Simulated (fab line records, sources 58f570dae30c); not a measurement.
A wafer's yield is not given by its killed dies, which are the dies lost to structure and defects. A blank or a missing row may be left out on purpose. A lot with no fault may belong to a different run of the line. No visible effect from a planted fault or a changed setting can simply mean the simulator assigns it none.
One fault seen from 2 desks -- flow berkeley cmos170 -- each desk has only its own numbers; what lay behind them comes last

METROLOGY DESK
What the gauges read, lot by lot, whatever tool the lot ran on: means of the sampled wafers that have a number. The brackets show how far a lot's mean lies from the usual mean; more than 4 standard deviations puts the lot out of limits, marked OUT.
Columns: A = NWELL_NITRIDE_THK at UCB170_NWELL_THK_MEAS_05, usual 224.3 nm; B = PWELL_OXIDE_THK at UCB170_PWELL_THK_MEAS_03, usual 26.4 nm; C = PFIELD_TW at UCB170_PFIELD_TW_MEAS_09, usual 601
lot,first seen here,A,B,C
L856,day 2 13:23,224.9,27.2,602
L857,day 2 13:25,225.4,26.6,603
L858,day 2 22:56,221.9,26.7,603
L860,day 3 09:31,224.6,26.8,597
L859,day 3 09:32,226.3,26.6,598
L862,day 3 18:16,222.9,26.6,600
L865,day 4 03:38,223.3,26.7,599
L863,day 4 03:39,224.9,25.7,596
L864,day 4 03:39,225.8,25.8,615 (+4.7) OUT
L867,day 4 19:18,222.3,26.7,622 (+6.9) OUT
L870,day 5 10:13,225.7,26.7,602
L872,day 5 21:11,220.9,26.0,600
L873,day 6 00:55,226.6,25.9,598
L878,day 7 07:02,224.6,26.3,603
This desk's finding: out of limits on L864, L867; first on L864, day 6 13:22 (PFIELD_TW at UCB170_PFIELD_TW_MEAS_09). L856, L857, L858, L860, L859, L862, L865, L863, L870, L872, L873, L878: within limits.

DESK OF THE TOOL OWNER: implanter-04
UCB170_PFIELD_IMPLANT_07, tool's own readings: per-lot mean of the sampled wafers with a number, covering each lot this tool ran. The brackets show how far a lot's mean lies from the usual mean; more than 4 standard deviations puts the lot out of limits, marked OUT.
Columns: A = dose ions cm2 at UCB170_PFIELD_IMPLANT_07, usual 1.9999e+13; B = faraday current uA at UCB170_PFIELD_IMPLANT_07, usual 63.4
lot,first seen here,A,B
L858,day 5 08:43,2.0001e+13,62.8
L860,day 5 23:53,2.0008e+13,64.6
L864,day 6 13:08,2.1989e+13 (+99 or more) OUT,71.1 (+5.9) OUT
L867,day 7 11:26,2.2000e+13 (+99 or more) OUT,68.8 (+4.1) OUT
Finding of this desk: L864, L867 out of limits; the first was L864 at day 6 13:08, on dose ions cm2 at UCB170_PFIELD_IMPLANT_07. L858, L860: within limits.

BROUGHT TOGETHER
The tool owner's desk had the chance to raise an alarm at day 6 13:08 on L864, L867.
At day 6 13:22 the metrology desk could have sounded an alarm, on L864, L867.
All the named lots went through UCB170_PFIELD_IMPLANT_07 on implanter-04.

WHAT THE SIMULATOR HAD INSERTED
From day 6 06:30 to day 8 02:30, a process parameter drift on implanter-04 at UCB170_PFIELD_IMPLANT_07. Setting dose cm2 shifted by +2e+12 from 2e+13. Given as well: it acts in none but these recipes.
Struck lots among those shown: L864, L867.
Hours from the fault's start to each desk's first reading out of limits: the tool owner's desk, 7; the metrology desk, 7.
